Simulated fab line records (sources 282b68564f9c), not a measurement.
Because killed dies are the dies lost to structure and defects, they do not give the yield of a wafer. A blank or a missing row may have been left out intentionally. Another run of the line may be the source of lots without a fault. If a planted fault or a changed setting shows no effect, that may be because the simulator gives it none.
Split-lot experiment || flow rit-cmos || 23 wafers read from 5 lots, route of 202 steps

SPLIT DETAILS
At RIT_GATE_EXPOSE_13 (exposes mask M6, target cd 150 nm), the setting dose-mj was moved away from the recipe's 380 on 6 of the 23 wafers read, by -7.4% to -6.3%. All remaining wafers had this setting at the recipe value.

FROM THE SPLIT TO THE READING: what the file shows between them, 6 steps
- RIT_GATE_PEB_14
- RIT_GATE_DEVELOP_15: develop time 52.08 s
- RIT_GATE_CD_MEAS_16: target cd 150 nm
- RIT_GATE_HARDBAKE_18: time 60 s
- RIT_GATE_ETCH_19: etches poly-Si in SF6/CHF3/O2, stops on SiO2, time 165 s, target depth 312.5 nm
- RIT_GATE_STRIP_20: strips in O2, time 180 s

THE READING
At RIT_GATE_CD_MEAS_90: cd-nm in nanometres, against a target cd of 150 nm. Fault-free wafers of this fab line usually give 150 nm, standard deviation 3.1 nm.

{"wafer": "L078.1", "tool, chamber at the split": "iline-stepper-02, 0", "dose-mj as run": 380, "against the recipe": "recipe", "cd-nm, nm": 152, "against lot-mates on the recipe": "-"}
{"wafer": "L078.2", "tool, chamber at the split": "iline-stepper-02, 0", "dose-mj as run": 380, "against the recipe": "recipe", "cd-nm, nm": 153, "against lot-mates on the recipe": "-"}
{"wafer": "L078.3", "tool, chamber at the split": "iline-stepper-02, 0", "dose-mj as run": 380, "against the recipe": "recipe", "cd-nm, nm": 151, "against lot-mates on the recipe": "-"}
{"wafer": "L078.5", "tool, chamber at the split": "iline-stepper-02, 0", "dose-mj as run": 380, "against the recipe": "recipe", "cd-nm, nm": 154, "against lot-mates on the recipe": "-"}
{"wafer": "L078.6", "tool, chamber at the split": "iline-stepper-02, 0", "dose-mj as run": 380, "against the recipe": "recipe", "cd-nm, nm": 151, "against lot-mates on the recipe": "-"}
{"wafer": "L080.2", "tool, chamber at the split": "iline-stepper-02, 0", "dose-mj as run": 380, "against the recipe": "recipe", "cd-nm, nm": 146, "against lot-mates on the recipe": "-"}
{"wafer": "L080.3", "tool, chamber at the split": "iline-stepper-02, 0", "dose-mj as run": 356.1, "against the recipe": "-6.3%", "cd-nm, nm": 181, "against lot-mates on the recipe": "+35"}
{"wafer": "L080.4", "tool, chamber at the split": "iline-stepper-02, 0", "dose-mj as run": 380, "against the recipe": "recipe", "cd-nm, nm": 146, "against lot-mates on the recipe": "-"}
{"wafer": "L080.5", "tool, chamber at the split": "iline-stepper-02, 0", "dose-mj as run": 356.1, "against the recipe": "-6.3%", "cd-nm, nm": 182, "against lot-mates on the recipe": "+36"}
{"wafer": "L080.6", "tool, chamber at the split": "iline-stepper-02, 0", "dose-mj as run": 356.1, "against the recipe": "-6.3%", "cd-nm, nm": 181, "against lot-mates on the recipe": "+35"}
{"wafer": "L079.1", "tool, chamber at the split": "iline-stepper-01, 0", "dose-mj as run": 380, "against the recipe": "recipe", "cd-nm, nm": 146, "against lot-mates on the recipe": "-"}
{"wafer": "L079.3", "tool, chamber at the split": "iline-stepper-01, 0", "dose-mj as run": 380, "against the recipe": "recipe", "cd-nm, nm": 148, "against lot-mates on the recipe": "-"}
{"wafer": "L079.4", "tool, chamber at the split": "iline-stepper-01, 0", "dose-mj as run": 380, "against the recipe": "recipe", "cd-nm, nm": 147, "against lot-mates on the recipe": "-"}
{"wafer": "L079.5", "tool, chamber at the split": "iline-stepper-01, 0", "dose-mj as run": 380, "against the recipe": "recipe", "cd-nm, nm": 148, "against lot-mates on the recipe": "-"}
{"wafer": "L079.6", "tool, chamber at the split": "iline-stepper-01, 0", "dose-mj as run": 380, "against the recipe": "recipe", "cd-nm, nm": 148, "against lot-mates on the recipe": "-"}
{"wafer": "L083.1", "tool, chamber at the split": "iline-stepper-01, 0", "dose-mj as run": 351.9, "against the recipe": "-7.4%", "cd-nm, nm": 188, "against lot-mates on the recipe": "+42"}
{"wafer": "L083.3", "tool, chamber at the split": "iline-stepper-01, 0", "dose-mj as run": 351.9, "against the recipe": "-7.4%", "cd-nm, nm": 186, "against lot-mates on the recipe": "+40"}
{"wafer": "L083.4", "tool, chamber at the split": "iline-stepper-01, 0", "dose-mj as run": 380, "against the recipe": "recipe", "cd-nm, nm": 145, "against lot-mates on the recipe": "-"}
{"wafer": "L083.5", "tool, chamber at the split": "iline-stepper-01, 0", "dose-mj as run": 380, "against the recipe": "recipe", "cd-nm, nm": 146, "against lot-mates on the recipe": "-"}
{"wafer": "L083.6", "tool, chamber at the split": "iline-stepper-01, 0", "dose-mj as run": 351.9, "against the recipe": "-7.4%", "cd-nm, nm": 188, "against lot-mates on the recipe": "+42"}
{"wafer": "L085.1", "tool, chamber at the split": "iline-stepper-01, 0", "dose-mj as run": 380, "against the recipe": "recipe", "cd-nm, nm": 154, "against lot-mates on the recipe": "-"}
{"wafer": "L085.3", "tool, chamber at the split": "iline-stepper-01, 0", "dose-mj as run": 380, "against the recipe": "recipe", "cd-nm, nm": 154, "against lot-mates on the recipe": "-"}
{"wafer": "L085.5", "tool, chamber at the split": "iline-stepper-01, 0", "dose-mj as run": 380, "against the recipe": "recipe", "cd-nm, nm": 153, "against lot-mates on the recipe": "-"}

FIT RESULTS
A straight line over all 23 wafers: cd-nm changes by -5.09 nm for each +1% of dose-mj; r = -0.98; the points scatter about the line by 2.9 nm.
The same after taking each lot's own level away (the mean of its wafers on the recipe; 23 wafers): -5.64 nm for each +1%; r = -1.00; scatter 0.83 nm.
That fit puts the effect of the largest move of dose-mj on the reading at 42 nm.
The span of the lots' own levels, 145.5 to 153.7 nm, comes to 2.6 times the standard deviation stated above.
The two slopes agree, so the slope changes little with the lot-to-lot level.
Check: with one of the wafers moved furthest among these (-7.4%) left out of the fit, the line predicts +41.5 nm for it against its lot-mates. Against them it came out at +42.5 nm.

THESE WAFERS: OTHER SPLITS
Other splits were also applied to these wafers ahead of the reading. Each is held against what the fit with the lots' levels taken away leaves over:
{"other split on the same wafers": "RIT_ACTIVE_COAT_06 resist-thk-nm", "wafers away from the commonest value": 7, "r with cd-nm (lot level and that fit taken away)": "+0.03"}
{"other split on the same wafers": "RIT_NRETRO_IMPLANT_08 dose-cm2", "wafers away from the commonest value": 10, "r with cd-nm (lot level and that fit taken away)": "+0.18"}
{"other split on the same wafers": "RIT_GATE_CVD_08 sih4-flow-sccm", "wafers away from the commonest value": 15, "r with cd-nm (lot level and that fit taken away)": -0.06}

THE WHOLE CHAIN: every reading that the file lists as answering this split, in the file's order
{"step": "RIT_GATE_DEVELOP_15", "what it does": "develop time 52.08 s", "reading": "GATE.cd-nm (the simulator's own value, which no gauge read)", "change (the file's fit)": "-5.62 nm for each +1% of the setting", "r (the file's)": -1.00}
{"step": "RIT_GATE_CD_MEAS_16", "what it does": "target cd 150 nm", "reading": "cd-nm", "change (the file's fit)": "-5.59 nm for each +1% of the setting", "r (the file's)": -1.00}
{"step": "RIT_GATE_CD_MEAS_90", "what it does": "target cd 150 nm", "reading": "cd-nm", "change (the file's fit)": "-5.61 nm for each +1% of the setting", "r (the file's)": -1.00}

THE FILE'S OWN FIT
cd-nm changes by -5.61 nm for each +1% of dose-mj, r = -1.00.
